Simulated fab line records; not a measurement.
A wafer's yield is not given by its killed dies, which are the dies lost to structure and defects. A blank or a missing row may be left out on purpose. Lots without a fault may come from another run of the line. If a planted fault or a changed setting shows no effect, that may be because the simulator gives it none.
What tool caused it? :: flow berkeley cmos170 :: 21 wafers from 7 lots sampled at 4 of the route's 331 steps

== WHAT EACH GAUGE READ, for each wafer ==
UCB170_PLDD_TW_MEAS_11.
lot: L239
measured: day 7 05:28
on: film metro-02
PLDD_TW: 1004 1005 1005

lot: L242
measured: day 7 18:12
on: film metro-02
PLDD_TW: 1002 1003 1004

lot: L246
measured: day 7 22:19
on: film metro-02
PLDD_TW: 1000 1003 1002

lot: L248
measured: day 8 07:29
on: film metro-02
PLDD_TW: 1007 1001 1003

lot: L254
measured: day 9 09:16
on: film metro-02
PLDD_TW: 998 998 1000

lot: L255
measured: day 9 22:56
on: film metro-01
PLDD_TW: 1004 998 1011

lot: L259
measured: day 11 08:28
on: film metro-02
PLDD_TW: 1147 1145 1143

== TOOL THAT RAN EACH LOT (tool first, then ch and the chambers of the sampled wafers, then the start) ==
lot: L239
UCB170_GATE_ETCH_14: rie diel-03 ch 0,2,3, day 7 03:13
UCB170_GATE_ETCH_15: rie si-02 ch 0,2,3, day 7 03:16
UCB170_PLDD_IMPLANT_09: implanter-04 ch 0, day 7 05:13

lot: L242
UCB170_GATE_ETCH_14: rie diel-02 ch 0,2,3, day 7 15:47
UCB170_GATE_ETCH_15: rie si-01 ch 0,1,2, day 7 15:50
UCB170_PLDD_IMPLANT_09: implanter-02 ch 0, day 7 17:59

lot: L246
UCB170_GATE_ETCH_14: rie diel-02 ch 0,1,2, day 7 20:20
UCB170_GATE_ETCH_15: rie si-02 ch 1,2, day 7 20:23
UCB170_PLDD_IMPLANT_09: implanter-03 ch 0, day 7 22:05

lot: L248
UCB170_GATE_ETCH_14: rie diel-04 ch 2,3, day 8 03:36
UCB170_GATE_ETCH_15: rie si-02 ch 1,2, day 8 03:38
UCB170_PLDD_IMPLANT_09: implanter-02 ch 0, day 8 07:10

lot: L254
UCB170_GATE_ETCH_14: rie diel-04 ch 0,2,3, day 9 05:41
UCB170_GATE_ETCH_15: rie si-02 ch 0,1,2, day 9 05:44
UCB170_PLDD_IMPLANT_09: implanter-02 ch 0, day 9 09:01

lot: L255
UCB170_GATE_ETCH_14: rie diel-02 ch 0,2,3, day 9 20:47
UCB170_GATE_ETCH_15: rie si-02 ch 0,1,3, day 9 20:50
UCB170_PLDD_IMPLANT_09: implanter-03 ch 0, day 9 22:43

lot: L259
UCB170_GATE_ETCH_14: rie diel-03 ch 0,1,3, day 11 01:57
UCB170_GATE_ETCH_15: rie si-01 ch 1,2,3, day 11 01:59
UCB170_PLDD_IMPLANT_09: implanter-04 ch 0, day 11 07:55
- UCB170_GATE_ETCH_14: etches BARC in N2/H2.
- UCB170_GATE_ETCH_15: etches poly-Si in HBr/Cl2, stops on SiO2, time 56.3 s, target depth 278.2 nm.
- UCB170_PLDD_IMPLANT_09

== THE ANSWER, worked out from the rows above alone ==
Rule: the usual values come from the lots themselves. The widest of any qualifying gaps counts: lots, ordered by their means at a reading, are off when they make up no more than a third of the lots, leave a main group of 4 or more, and stand apart from it by 3 or more times the standard deviation of that group's means. Not used: any main group whose means are identical at the precision the tables above print for the reading. Also off: a lot with no number at a reading for which 4 or more lots have one. All remaining lots with rows at the step are treated as sound.
Off: L259, at UCB170_PLDD_TW_MEAS_11 (PLDD_TW). The main group has a mean of 1003 with a standard deviation of 2.
If a tool, at a process step before that reading, ran all the lots that are off and no sound lot after the first of them, it fits. Gauges at UCB170_PLDD_TW_MEAS_11: tried the same way as those tools. Can't be told from this: 4 tools fit, rie diel-03 at UCB170_GATE_ETCH_14, rie si-01 at UCB170_GATE_ETCH_15, implanter-04 at UCB170_PLDD_IMPLANT_09, film metro-02 at UCB170_PLDD_TW_MEAS_11.

== WHAT THE SIMULATOR HAD PUT IN ==
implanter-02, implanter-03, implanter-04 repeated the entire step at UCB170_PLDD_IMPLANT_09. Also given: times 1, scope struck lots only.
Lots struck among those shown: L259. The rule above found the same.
